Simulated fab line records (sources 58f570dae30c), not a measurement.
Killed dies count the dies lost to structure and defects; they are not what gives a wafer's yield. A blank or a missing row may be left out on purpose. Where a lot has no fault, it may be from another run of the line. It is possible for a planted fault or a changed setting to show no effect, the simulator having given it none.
Problem report in the 8D (eight disciplines) form, filled by code    flow berkeley_cmos170    the parts of the form that need people (team, actions taken, sign-off) are left out

1. THE ISSUE
Wafers free of any fault read -2 nm (standard deviation 5.3) for M1_OVL at UCB170_M1_OVL_MEAS_10, against a mean of 53 nm on 6 wafers of 2 lots. That is +10 standard deviations from the usual mean.
First seen on wafer L653.2, day 8 18:29, on overlay-02. The record has a number at this step for 39 wafers belonging to 13 lots. Rule for "out" (also "out of limits"): further than 4 standard deviations from the usual mean. The rest of the wafers with a number are treated as sound.

2. WHAT IT IS, WHAT IT ISN'T
question                     is                      is not
which readings at this step  M1_OVL                  -
which lots                   L653, L654              L645, L646, L647, L649, L650, L656, L660, L663, L664, L665, L668
which wafers of those lots   all that have a number  -
read on which gauges         overlay-01, overlay-02  -
when                         from day 8 18:29        up to then (15 sound wafers); but 18 sound wafers of L656, L660, L663, L664, L665, L668 came after

3. THE SUSPECTS, EACH WITH WHAT RULES IT OUT
Counting: a tool at any process step up to the reading remains a suspect when it ran all the lots that are out and ran no sound lot after the first of those.
- the gauge at UCB170_M1_OVL_MEAS_10 is ruled out. Those wafers that are out were read across 2 gauges (overlay-01, overlay-02).
- krf_scanner-01 at UCB170_M1_EXPOSE_06 (exposes mask METAL1, target cd 700 nm): kept. It ran every lot that is out, first L653 (day 8 17:20), and no sound lot after that; its last sound lot up to then is L649 (day 7 19:11).
Left after counting: krf_scanner-01 at UCB170_M1_EXPOSE_06.

4. THE CAUSE (what the simulator had put in)
Scanner matching overlay: krf_scanner-01, from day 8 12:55 on, at UCB170_M1_EXPOSE_06. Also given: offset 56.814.
Counting left only this tool.

5. THE CHAIN OF EFFECTS, in route order
One row per reading whose mean, taken over the struck wafers that have a number, lies over 3 standard deviations from the usual. Only readings whose record carries a usual standard deviation are examined. hours: median over the lots of the time between each lot's start at the first step of this table that gives one and its start at this step. sigmas: the change, counted in usual standard deviations.
hours  step                   reading  usual  on struck wafers  change  sigmas
0      UCB170_M1_OVL_MEAS_10  M1_OVL   -2 nm  53                +55     +10

6. HOW IT WOULD HAVE BEEN CAUGHT EARLIER
Counted from the fault's start at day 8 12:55, it took 6 hours until the first out-of-limits reading at a measuring or inspecting step in this record, taken at day 8 18:29.
No tool reading at UCB170_M1_EXPOSE_06 that has a usual standard deviation in the record was out on any struck wafer, so an alarm limit of 4 standard deviations on those readings would not have fired.
L654, from the lots that are out (2), started UCB170_M1_EXPOSE_06 on krf_scanner-01 later than day 8 18:29. A hold on the tool at that time would have spared it.
